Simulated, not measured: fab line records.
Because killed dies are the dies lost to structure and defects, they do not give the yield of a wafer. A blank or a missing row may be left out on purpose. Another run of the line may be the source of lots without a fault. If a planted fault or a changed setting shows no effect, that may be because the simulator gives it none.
fab line records	flow rit-cmos
[record] lots = 5	wafers = 15	last-day = 6
route steps=202 shown CONTACT@172 M1@184
lots untouched by any fault: they come from a run of this same line in which no faults occurred
start-h: the number of hours between the record's first day and the start of the first shown wafer of the lot	wait-h: how many hours have passed since the lot's step before this one	" identical to the entry in the row above	L1.1+2: one row covering several wafers at once	- no value present, or no start provided	* or withheld: withheld	< > ~ a bound
route shown NAME@n: NAME is a module with steps in the file, n the number in the route of the first one	usual: mean and standard deviation over wafers with no fault	same: alike in all rows	chamber/n: place in a boat	sites: each site's reading	_std_site: the standard deviation of these	_edge_site: mean of outer sites minus mean of inner sites	radius-mm: how far each site lies from the wafer's centre	mask NAME#n: copy n	behind: tool/chamber where the wafer was last shaped	hold: the reason the lot was held/the length of the hold in hours/how it ended	device: the n, p or np transistor that did not switch	end of line: the route-end tests of the same wafers	where a step has no rows: the recipe by itself	killed: at the first sort, the dies lost to defects and structure; wafer yield is something else	map: per-die view of a wafer (x killed, . not killed, _ where there is no die)
set.NAME: setting as actually run; set.NAME@STEP: the setting as run at that earlier step	model.NAME: the simulator's own value behind a step, which no gauge read
certain route steps with their lots: each step a table, each wafer a row
services: the hour from which a tool's chamber was out of use, counted from the record's first day as start-h (under 0 if before that day), plus the number of hours and why
[[steps]]
[step RIT_CONTACT_SOFTBAKE_04]
[recipe] resist = NOVOLAK	temp-c = 90	time-s = 60
[step RIT_CONTACT_EXPOSE_05]
[recipe] mask-id = M11	na = 0.6	source-shape = conventional	sigma-outer = 0.5	target-cd-nm = 1000	dose-mj = 250
[step RIT_CONTACT_PEB_06]
[recipe] resist = NOVOLAK	temp-c = withheld	time-s = withheld
[step RIT_CONTACT_DEVELOP_07]
[recipe] resist = NOVOLAK	develop-time-s = 120	dev-temp-c = 23
[step RIT_CONTACT_CD_MEAS_08]
[recipe] target-cd-nm = 1000
[usual] cd-nm = 1000.0/2.7
lot.wafer	tool	chamber	start-h	wait-h	cd-nm
L339.1	cd-sem-01	-	70.59	-	995.3
L339.3	"	-	"	"	995.7
L339.5	"	-	"	"	993.6
L340.1	cd-sem-02	-	74.68	-	1005.9
L340.5	"	-	"	"	1001.9
L340.6	"	-	"	"	1005.2
L347.1	cd-sem-02	-	132.09	-	1000.8
L347.2	"	-	"	"	1000.1
L347.6	"	-	"	"	1001.8
L351.1	cd-sem-01	-	142.37	-	994.7
L351.2	"	-	"	"	993.3
L351.4	"	-	"	"	997.2
L352.1	cd-sem-02	-	149.33	-	997.9
L352.3	"	-	"	"	995.9
L352.5	"	-	"	"	994.6
[step RIT_CONTACT_OVL_MEAS_09]
[usual] CONTACT_OVL = -0.2/1.3
lot.wafer	tool	chamber	start-h	wait-h	CONTACT_OVL[nm]
L339.1	overlay-02	-	70.71	0.1	0.7
L339.3	"	-	"	"	1.2
L339.5	"	-	"	"	-1.1
L340.1	overlay-02	-	74.80	0.1	1.1
L340.5	"	-	"	"	-0.1
L340.6	"	-	"	"	1.6
L347.1	overlay-02	-	132.21	0.1	1.0
L347.2	"	-	"	"	-0.5
L347.6	"	-	"	"	-1.5
L351.1	overlay-02	-	142.49	0.1	-1.7
L351.2	"	-	"	"	-2.2
L351.4	"	-	"	"	0.1
L352.1	overlay-02	-	149.45	0.1	1.6
L352.3	"	-	"	"	1.2
L352.5	"	-	"	"	-0.6
[step RIT_CONTACT_HARDBAKE_10]
[recipe] resist = NOVOLAK	temp-c = 140	time-s = 60
[step RIT_CONTACT_ETCH_11]
[recipe] target-depth-a = 4800	over-etch-frac = 0.2	stop-on = TiSi2	chemistry = CHF3/CF4/Ar	target = SiO2	CHF3_flow_sccm = 50	cf4-flow-sccm = 10	Ar_flow_sccm = 100	O2_flow_sccm = 5	pressure-mtorr = 100	rf-w = 200	time-s = 320
[usual] O2_flow_sccm = 5.000/0.016	chamber-pressure-mTorr = 99.99/0.095	drypump-motor-current-A = 5.8/0.5	oes-product-au = 1.001/0.017	throttle-valve-pct = 8.90/0.092
lot.wafer	tool	chamber	start-h	wait-h	O2_flow_sccm	chamber-pressure-mTorr	drypump-motor-current-A	oes-product-au	rf-hours-counter-h	throttle-valve-pct
L339.1	rie-diel-01	3	70.89	0.1	5.010	99.90	6.1	1.005	127	8.99
L339.3	"	1	"	"	4.985	100.02	5.9	1.032	6	8.98
L339.5	"	0	"	"	4.980	99.91	6.0	1.022	-	8.84
L340.1	rie-diel-04	0	74.99	0.1	5.037	99.96	5.1	0.998	2	8.75
L340.5	"	3	"	"	4.968	100.01	6.1	0.975	-	8.87
L340.6	"	2	"	"	5.002	99.89	6.3	0.998	-	8.77
L347.1	rie-diel-02	0	132.40	0.1	5.010	100.05	5.3	0.998	39	9.00
L347.2	"	2	"	"	5.020	99.91	6.7	1.000	104	8.93
L347.6	"	1	"	"	4.989	100.04	5.5	0.995	-	9.04
L351.1	rie-diel-04	2	142.68	0.1	4.999	99.98	6.3	1.006	82	8.77
L351.2	"	3	"	"	4.974	99.79	6.1	0.965	102	8.87
L351.4	"	0	"	"	5.006	99.92	5.1	1.015	3	8.74
L352.1	rie-diel-04	3	149.63	0.1	4.983	99.86	6.1	0.971	102	8.89
L352.3	"	1	"	"	4.984	100.02	5.2	0.990	8	8.86
L352.5	"	0	"	"	5.015	100.08	5.1	1.007	-	8.75
[step RIT_CONTACT_STRIP_12]
[recipe] chemistry = O2	time-s = 180	resist = NOVOLAK	platen-temp-c = withheld	power-w = 500	pressure-mtorr = 4000	o2-flow-sccm = 4000
[usual] chamber-pressure-mTorr = 4000/4	drypump-motor-current-A = 6.0/0.74
lot.wafer	tool	chamber	start-h	wait-h	chamber-pressure-mTorr	drypump-motor-current-A	rf-hours-counter-h
L339.1	plasma-asher-04	0	71.09	0.1	3994	6.7	38
L339.3	"	1	"	"	4002	6.6	-
L339.5	"	0	"	"	3999	6.7	-
L340.1	plasma-asher-02	1	75.18	0.1	4000	5.2	45
L340.5	"	1	"	"	3997	5.2	-
L340.6	"	0	"	"	3991	5.4	-
L347.1	plasma-asher-04	1	132.60	0.1	3990	6.6	44
L347.2	"	0	"	"	3997	6.7	44
L347.6	"	1	"	"	3996	6.6	-
L351.1	plasma-asher-02	0	142.87	0.1	4003	5.4	52
L351.2	"	1	"	"	4002	5.2	52
L351.4	"	0	"	"	4002	5.4	-
L352.1	plasma-asher-02	0	149.83	0.1	4003	5.4	53
L352.3	"	0	"	"	4004	5.4	-
L352.5	"	1	"	"	3997	5.2	-
[step RIT_CONTACT_CD_MEAS_90]
[recipe] target-cd-nm = 1000
[usual] cd-nm = 1000.0/2.7
lot.wafer	tool	chamber	start-h	wait-h	cd-nm
L339.1	cd-sem-01	-	71.26	0.1	995.2
L339.3	"	-	"	"	996.1
L339.5	"	-	"	"	993.6
L340.1	cd-sem-01	-	75.35	0.1	1005.6
L340.5	"	-	"	"	1002.2
L340.6	"	-	"	"	1005.0
L347.1	cd-sem-02	-	132.77	0.1	1000.0
L347.2	"	-	"	"	999.8
L347.6	"	-	"	"	1001.4
L351.1	cd-sem-01	-	143.05	0.1	994.4
L351.2	"	-	"	"	993.2
L351.4	"	-	"	"	996.9
L352.1	cd-sem-01	-	150.00	0.1	998.1
L352.3	"	-	"	"	995.3
L352.5	"	-	"	"	994.7
[step RIT_CONTACT_CLEAN_13]
[recipe] chemistry = SC1	mix = 3:3:50	time-s = 611.7	temp-c = 75
[step RIT_CONTACT_CLEAN_14]
[recipe] chemistry = SC2	mix = 3:3:50	time-s = 600	temp-c = 75	dry = n2-spin
[step RIT_M1_SPUTTER_00]
[recipe] material = Al	target-thk-nm = 400	power-w = 2000	chamber-pressure-pa = 0.4	gas = Ar	time-s = 500	substrate-temp-c = 25
[usual] throttle-valve-pct = 30.3/1.2
lot.wafer	tool	chamber	start-h	wait-h	throttle-valve-pct	model.Al_of_M1_SPUTTER_00.thk-nm
L339.1	pvd-sputter-01	-	71.73	0.0	31.1	401
L339.3	"	-	"	"	28.9	399.4
L339.5	"	-	"	"	28.5	401.3
L340.1	pvd-sputter-02	-	75.82	0.0	30.0	403.9
L340.5	"	-	"	"	29.3	404
L340.6	"	-	"	"	30.6	409.7
L347.1	pvd-sputter-01	-	133.24	0.0	30.1	162.3
L347.2	"	-	"	"	30.9	401.5
L347.6	"	-	"	"	28.7	401.8
L351.1	pvd-sputter-02	-	143.52	0.0	29.8	400
L351.2	"	-	"	"	32.5	402.5
L351.4	"	-	"	"	30.5	399
L352.1	pvd-sputter-02	-	150.50	0.0	30.0	408.6
L352.3	"	-	"	"	32.6	408.9
L352.5	"	-	"	"	30.1	403.1
[step RIT_M1_RS_MEAS_01]
[recipe] thk-meas-gauge = four-point-probe	reads = Al_of_M1_SPUTTER_00
[usual] M1_AL_RS = 0.0732/0.00076
lot.wafer	tool	chamber	start-h	wait-h	M1_AL_RS[ohm/sq]
L339.1	film-metro-01	-	72.03	0.1	0.0733
L339.3	"	-	"	"	0.0736
L339.5	"	-	"	"	0.0733
L340.1	film-metro-02	-	76.12	0.1	0.0727
L340.5	"	-	"	"	0.0727
L340.6	"	-	"	"	0.0714
L347.1	film-metro-02	-	133.53	0.1	0.1894
L347.2	"	-	"	"	0.0731
L347.6	"	-	"	"	0.0730
L351.1	film-metro-02	-	143.81	0.1	0.0734
L351.2	"	-	"	"	0.0731
L351.4	"	-	"	"	0.0734
L352.1	film-metro-02	-	150.80	0.1	0.0718
L352.3	"	-	"	"	0.0718
L352.5	"	-	"	"	0.0727
[step RIT_M1_THK_MEAS_02]
[recipe] thk-meas-gauge = xrf	reads = Al_of_M1_SPUTTER_00
[usual] M1_AL_THK = 401/4.6
lot.wafer	tool	chamber	start-h	wait-h	M1_AL_THK[nm]
L339.1	film-metro-01	-	72.15	0.1	398
L339.3	"	-	"	"	397
L339.5	"	-	"	"	400
L340.1	film-metro-02	-	76.24	0.1	404
L340.5	"	-	"	"	403
L340.6	"	-	"	"	410
L347.1	film-metro-02	-	133.65	0.1	161
L347.2	"	-	"	"	403
L347.6	"	-	"	"	400
L351.1	film-metro-02	-	143.93	0.1	399
L351.2	"	-	"	"	400
L351.4	"	-	"	"	401
L352.1	film-metro-02	-	150.92	0.1	407
L352.3	"	-	"	"	406
L352.5	"	-	"	"	398
[step RIT_M1_HMDS_03]
[recipe] prime-time-s = 60	prime-temp-c = 140
[step RIT_M1_COAT_04]
[recipe] resist = NOVOLAK	spin-rpm = 2000	resist-thk-nm = 1300
[step RIT_M1_SOFTBAKE_05]
[recipe] resist = NOVOLAK	temp-c = 90	time-s = 60
[step RIT_M1_EXPOSE_06]
[recipe] mask-id = M12	na = 0.6	source-shape = conventional	sigma-outer = 0.5	target-cd-nm = 2600	dose-mj = 250
[step RIT_M1_PEB_07]
[recipe] resist = NOVOLAK	temp-c = withheld	time-s = withheld
[step RIT_M1_DEVELOP_08]
[recipe] resist = NOVOLAK	develop-time-s = 68	dev-temp-c = 23
[step RIT_M1_CD_MEAS_09]
[recipe] target-cd-nm = 2600
[usual] cd-nm = 2600.2/2.6
lot.wafer	tool	chamber	start-h	wait-h	cd-nm
L339.1	cd-sem-01	-	73.21	-	2598.7
L339.3	"	-	"	"	2599.3
L339.5	"	-	"	"	2599.0
L340.1	cd-sem-02	-	77.18	-	2605.7
L340.5	"	-	"	"	2604.6
L340.6	"	-	"	"	2603.3
L347.1	cd-sem-02	-	134.72	-	2597.1
L347.2	"	-	"	"	2598.1
L347.6	"	-	"	"	2599.1
L351.1	cd-sem-02	-	145.00	-	2601.4
L351.2	"	-	"	"	2599.3
L351.4	"	-	"	"	2600.1
L352.1	cd-sem-01	-	152.36	-	2599.9
L352.3	"	-	"	"	2601.6
L352.5	"	-	"	"	2599.7
[step RIT_M1_OVL_MEAS_10]
[usual] M1_OVL = 0.7/1.4
lot.wafer	tool	chamber	start-h	wait-h	M1_OVL[nm]
L339.1	overlay-02	-	73.33	0.1	-0.4
L339.3	"	-	"	"	-2.5
L339.5	"	-	"	"	-0.7
L340.1	overlay-02	-	77.30	0.1	2.1
L340.5	"	-	"	"	1.1
L340.6	"	-	"	"	0.7
L347.1	overlay-01	-	134.84	0.1	-1.7
L347.2	"	-	"	"	0.4
L347.6	"	-	"	"	0.9
L351.1	overlay-01	-	145.12	0.1	0.8
L351.2	"	-	"	"	0.9
L351.4	"	-	"	"	2.2
L352.1	overlay-01	-	152.48	0.1	1.5
L352.3	"	-	"	"	1.2
L352.5	"	-	"	"	1.9
[step RIT_M1_HARDBAKE_11]
[recipe] resist = NOVOLAK	temp-c = 138.8	time-s = 120
[step RIT_M1_METAL_ETCH_12]
[recipe] stop-on = SiO2	chemistry = Cl2/BCl3	target = Al	time-s = 165	over-etch-frac = 0.5	pressure-mtorr = 100	target-depth-a = 6000	rf-w = 250	Cl2_flow_sccm = 60	bcl3-flow-sccm = 50
[usual] chamber-pressure-mTorr = 99.99/0.089	drypump-motor-current-A = 5.48/0.23	mfc-cl2-sccm = 59.97/0.17	oes-product-au = 0.781/0.01	throttle-valve-pct = 8.20/0.14
lot.wafer	tool	chamber	start-h	wait-h	chamber-pressure-mTorr	drypump-motor-current-A	mfc-cl2-sccm	oes-product-au	rf-hours-counter-h	throttle-valve-pct
L339.1	rie-metal-04	0	73.62	0.2	100.01	5.37	59.97	0.774	2.9	8.31
L339.3	"	1	"	"	100.12	5.91	59.76	0.772	-	8.19
L339.5	"	1	"	"	99.83	5.91	59.76	0.779	-	8.19
L340.1	rie-metal-02	1	77.58	0.2	100.06	5.38	60.00	0.801	0.6	8.04
L340.5	"	0	"	"	100.08	5.56	60.04	0.784	-	8.20
L340.6	"	1	"	"	100.02	5.41	60.00	0.801	-	8.05
L347.1	rie-metal-03	1	135.42	0.2	99.94	5.48	59.82	0.520	4.5	8.06
L347.2	"	0	"	"	99.94	5.17	59.90	0.784	4.9	8.41
L347.6	"	0	"	"	99.98	5.14	59.81	0.783	-	8.41
L351.1	rie-metal-03	0	145.40	0.2	99.97	5.15	59.78	0.777	5.0	8.41
L351.2	"	1	"	"	99.94	5.52	60.27	0.792	4.7	8.01
L351.4	"	1	"	"	99.80	5.53	59.96	0.791	-	8.02
L352.1	rie-metal-02	1	152.77	0.2	100.05	5.41	60.00	0.803	1.1	8.04
L352.3	"	1	"	"	100.07	5.39	59.66	0.802	-	8.05
L352.5	"	1	"	"	100.00	5.39	59.94	0.788	-	8.05
[step RIT_M1_STRIP_13]
[recipe] chemistry = nmp	resist = NOVOLAK	temp-c = 80	time-s = 600	dry = n2-spin
[step RIT_M1_PROBE_99]
[usual] defect-limited-yield = 97.3/1.2	killed_at_M0_to_M3 = 0.0/0.14	killed-at-contacts = 0.1/0.29	killed-at-front-end = 7/3.1	killed-dies = 7/3.1	killed-open = 3.4/1.9	killed-short = 3.6/2.1	sort_bin_3_pad_short = 0.1/0.21	sort_bin_5_function = 1.6/0.85	sort_bin_6_memory = 1.0/0.72	sort-n-pass = 257/3.2	sort-yield-pct = 97.3/1.2
[same] gross-dies = 264	killed_at_M4_up = 0	killed-at-back-side = 0	killed-at-other = 0
lot.wafer	tool	chamber	start-h	wait-h	defect-limited-yield[%]	killed_at_M0_to_M3	killed-at-contacts	killed-at-front-end	killed-dies	killed-open	killed-short	sort_bin_3_pad_short[%]	sort_bin_5_function[%]	sort_bin_6_memory[%]	sort-n-pass	sort-yield-pct[%]	model.etest.m1.rs-ohm-sq	model.etest.antenna-m1.vt-shift-v
L339.1	prober-01	-	75.89	0.1	96.2	0	0	10	10	5	5	0	2.7	1.1	254	96.2	0.07181	-0.008129
L339.3	prober-01	-	75.99	0.2	98.1	0	0	5	5	3	2	0	1.9	0	259	98.1	0.07194	-0.01072
L339.5	prober-01	-	76.09	0.2	98.5	0	0	4	4	4	0	0	1.5	0	260	98.5	0.07229	-0.01069
L340.1	prober-02	-	79.85	0.1	97.0	0	0	8	8	2	6	0	2.7	0.4	256	97.0	0.07218	-0.00747
L340.5	prober-02	-	80.05	0.2	95.8	0	1	10	11	4	7	0	2.7	1.5	253	95.8	0.07151	-0.01418
L340.6	prober-02	-	80.10	0.2	95.5	0	0	12	12	8	4	0	2.3	2.3	252	95.5	0.07124	-0.01027
L347.1	prober-01	-	137.67	0.1	98.5	0	0	4	4	0	4	0	1.1	0.4	260	98.5	0.1782	-0.0247
L347.2	prober-01	-	137.72	0.1	98.1	0	0	5	5	3	2	0	1.1	0.8	259	98.1	0.07208	-0.01328
L347.6	prober-01	-	137.92	0.2	97.3	0	0	7	7	5	2	0	2.3	0.4	257	97.3	0.07219	-0.01117
L351.1	prober-02	-	147.66	0.1	96.6	1	0	8	9	5	3	0	0.4	3.0	255	96.6	0.07259	-0.008742
L351.2	prober-02	-	147.71	0.1	98.9	0	0	3	3	1	2	0.4	0.8	0	261	98.9	0.07202	-0.0113
L351.4	prober-02	-	147.81	0.2	97.7	0	0	6	6	2	4	0.4	0.8	1.1	258	97.7	0.07325	-0.007036
L352.1	prober-02	-	155.02	0.1	97.0	0	0	8	8	5	3	0	2.3	0.8	256	97.0	0.07047	-0.01177
L352.3	prober-02	-	155.12	0.2	98.9	0	0	3	3	0	3	0.4	0	0.8	261	98.9	0.07075	-0.01418
L352.5	prober-02	-	155.22	0.2	95.8	0	0	11	11	6	5	0	3.0	1.1	253	95.8	0.07197	-0.01367
// killed by level:class
L339.1 GATE:geometric-particle:short=4 GATE:geometric-particle:open=3 FOX2:geometric-particle:open=1 SPACER:geometric-particle:short=1 SILICIDE:geometric-particle:open=1
L339.3 REOX:geometric-particle:open=2 FOX2:geometric-particle:short=1 SPACER:geometric-particle:short=1 SPACER:geometric-particle:open=1
L339.5 FOX1:geometric-particle:open=2 GATE:geometric-particle:open=2
L340.1 GATE:geometric-particle:short=3 SILICIDE:geometric-particle:short=3 REOX:geometric-particle:open=2
L340.5 SPACER:geometric-particle:short=3 GATE:geometric-particle:short=2 FOX1:geometric-particle:short=1 FOX1:geometric-particle:open=1 GATE:geometric-particle:open=1 REOX:geometric-particle:open=1 SPACER:geometric-particle:open=1 CONTACT:geometric-particle:short=1
L340.6 SILICIDE:geometric-particle:open=3 FOX1:geometric-particle:open=2 GATE:geometric-particle:short=2 SPACER:geometric-particle:open=2 SILICIDE:geometric-particle:short=2 REOX:geometric-particle:open=1
L347.1 GATE:geometric-particle:short=2 FOX1:geometric-particle:short=1 SILICIDE:geometric-particle:short=1
L347.2 GATE:geometric-particle:open=2 FOX2:geometric-particle:short=1 REOX:geometric-particle:short=1 SPACER:geometric-particle:open=1
L347.6 SILICIDE:geometric-particle:open=2 FOX2:geometric-particle:short=1 FOX2:geometric-particle:open=1 GATE:geometric-particle:open=1 REOX:geometric-particle:open=1 REOX:geometric-particle:short=1
L351.1 GATE:geometric-particle:open=2 GATE:geometric-particle:short=2 SPACER:geometric-particle:open=2 FOX2:geometric-particle:short=1 REOX:geometric-particle:open=1 M1:coat-microbubble-printed=1
L351.2 GATE:geometric-particle:short=1 GATE:geometric-particle:open=1 REOX:geometric-particle:short=1
L351.4 GATE:geometric-particle:open=2 SPACER:geometric-particle:short=2 FOX1:geometric-particle:short=1 GATE:geometric-particle:short=1
L352.1 FOX1:geometric-particle:open=2 GATE:geometric-particle:open=2 FOX1:geometric-particle:short=1 FOX2:geometric-particle:short=1 REOX:geometric-particle:open=1 SPACER:geometric-particle:short=1
L352.3 FOX1:geometric-particle:short=1 GATE:geometric-particle:short=1 SPACER:geometric-particle:short=1
L352.5 GATE:geometric-particle:open=5 GATE:geometric-particle:short=3 FOX1:geometric-particle:short=2 FOX1:geometric-particle:open=1
[[services]]
tool	chamber	start-h	hours	kind
rie-diel-01	1	77.86	14.2	repair
pvd-sputter-02	-	80.29	1.7	repair
rie-diel-02	0	81.97	1.7	repair
rie-diel-02	1	94.60	15.5	repair
rie-metal-03	1	96.52	6.4	repair
rie-metal-03	1	104.29	4.3	repair
rie-diel-04	1	105.06	19.3	repair
rie-diel-02	1	112.11	13.2	repair
rie-diel-04	-	112.98	0.6	repair
rie-diel-04	2	120.54	1.5	repair
plasma-asher-04	-	121.84	3.7	pm
rie-metal-02	1	122.41	6.6	repair
rie-metal-02	0	140.87	6.5	repair
rie-diel-01	2	142.01	5.6	repair
plasma-asher-02	-	145.29	0.8	repair
rie-metal-02	-	146.03	2.8	pm
rie-diel-04	2	147.35	6.5	repair
[[key]]
[first-sign] step = RIT_M1_RS_MEAS_01	reading = M1_AL_RS	direction = up	sigmas = 99+	usual = 0.0732	struck = 0.1894
[effect] step = RIT_M1_THK_MEAS_02	reading = M1_AL_THK	direction = down	sigmas = 52	usual = 401	struck = 161
[effect] step = RIT_M1_METAL_ETCH_12	reading = oes-product-au	direction = down	sigmas = 26	usual = 0.781	struck = 0.520
[model-effect] step = RIT_M1_SPUTTER_00	value = Al_of_M1_SPUTTER_00.thk-nm	without = 400.5	struck = 162.3
[model-effect] step = RIT_M1_PROBE_99	value = etest.m1.rs-ohm-sq	without = 0.0719	struck = 0.1782
met-at RIT_M1_SPUTTER_00
struck-wafers L347.1
[fault] kind = process-parameter-drift	tool = pvd-sputter-01	chamber = -	onset-h = 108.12	steps = RIT_M1_SPUTTER_00	channel = target-thk-nm	offset = -238.15	shape = step	acts-in = these-recipes-only	stated = 400	scope = struck-wafers-only
